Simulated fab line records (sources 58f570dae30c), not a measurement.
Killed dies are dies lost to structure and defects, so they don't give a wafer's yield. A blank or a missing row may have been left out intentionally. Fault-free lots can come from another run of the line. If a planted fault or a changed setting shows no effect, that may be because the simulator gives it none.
A lot that was struck, set against a sound lot + flow berkeley cmos170 + 14 steps out of a route of 331
Sound: these wafers, L110.2, L110.4, L110.5. Struck: wafers L115.1, L115.3, L115.5. The cause comes at the end.
Each step with rows lists, per side, the tool, then ch with its chambers, then its first start. Under that, the readings that differ: sound wafers + struck wafers + difference of the means + sigmas: that difference in standard deviations of wafers without a fault.
alike: same words and numbers on both sides, and readings whose means sit less than 2 such deviations apart. not compared: any withheld reading, any reading some wafer has no value for, any bound like >300 that may hide the same value, and any number with overlapping values for which the record gives no deviation.
The two part at a step that has a row with sigmas, a row that says differs or no value, or rows on one side only. Numbers that have no deviation but don't overlap get no sigmas and don't part them. Lack of a reading on every wafer of one side parts them only where that side has two or more wafers.

first, 1 step without rows for these wafers: UCB170_ACTIVE_DEVELOP_12 (develop time 45 s).
UCB170_ACTIVE_CD_MEAS_13: the cd target is 1200 nm.
  sound on cd sem-02, day 5 15:34; struck on cd sem-02, day 6 09:25
  alike: cd nm
UCB170_ACTIVE_OVL_MEAS_14:
  sound on overlay-02, day 5 15:41; struck on overlay-02, day 6 09:32
  alike: ACTIVE_OVL
UCB170_ACTIVE_ETCH_15: etches Si3N4 in CH3F/Ar/O2, stops on SiO2, target depth 242 nm, time 151 s.
  sound on rie diel-02 ch 0,1, day 5 15:43; struck on rie diel-01 ch 0,1,3, day 6 09:34
  alike: drypump motor current A, oes product au, throttle valve pct
  not compared: rf hours counter h
UCB170_ACTIVE_STRIP_16: strips in O2.
  sound on plasma asher-02 ch 0,1, day 5 15:49; struck on plasma asher-01 ch 0,1, day 6 09:40
| reading                      | sound             | struck            | difference | sigmas |
|------------------------------|-------------------|-------------------|------------|--------|
| strip time to endpoint s (s) | 18.40 18.04 18.48 | 17.93 17.94 18.19 | -0.29      | -2     |
  alike: drypump motor current A, oes product au
  not compared: rf hours counter h
UCB170_ACTIVE_CD_MEAS_90: the cd target is 1200 nm.
  sound on cd sem-02, day 5 15:57; struck on cd sem-01, day 6 09:46
  alike: cd nm
then, 6 steps without rows for these wafers: UCB170_ACTIVE_CLEAN_17 (cleans in SPM, time 600 s); UCB170_PFIELD_HMDS_00 (prime time 60 s); UCB170_PFIELD_COAT_01 (resist thk 900 nm); UCB170_PFIELD_SOFTBAKE_02 (time 60 s); UCB170_PFIELD_EXPOSE_03 (exposes mask PFIELD, target cd 1500 nm); UCB170_PFIELD_PEB_04.
UCB170_PFIELD_DEVELOP_05: develop time 45.61 s.
  struck on litho track-01, day 6 11:00; sound on litho track-01 ch 0, day 5 18:00
  no value came back on the struck wafers for chill plate temp C (C), develop time s (s); on the sound wafers chill plate temp C (C) reads 22.90 23.00 22.96
| reading                                 | sound             | struck          | difference | sigmas |
|-----------------------------------------|-------------------|-----------------|------------|--------|
| model.KrF_of_PFIELD_COAT_01.thk nm (nm) | 883.7 883.8 885.3 | 900.9 906 903.6 | +19.2      |        |
UCB170_PFIELD_OVL_MEAS_06:
  sound on overlay-02, day 5 18:27; struck on overlay-02, day 6 11:46
| reading         | sound | struck | difference                    | sigmas |
|-----------------|-------|--------|-------------------------------|--------|
| PFIELD_OVL (nm) | 5 4 1 | - - -  | no value on the struck wafers |        |

WHERE THEY PART
First at UCB170_ACTIVE_STRIP_16; last, within this record, at UCB170_PFIELD_OVL_MEAS_06.

WHY: whatever the simulator had introduced
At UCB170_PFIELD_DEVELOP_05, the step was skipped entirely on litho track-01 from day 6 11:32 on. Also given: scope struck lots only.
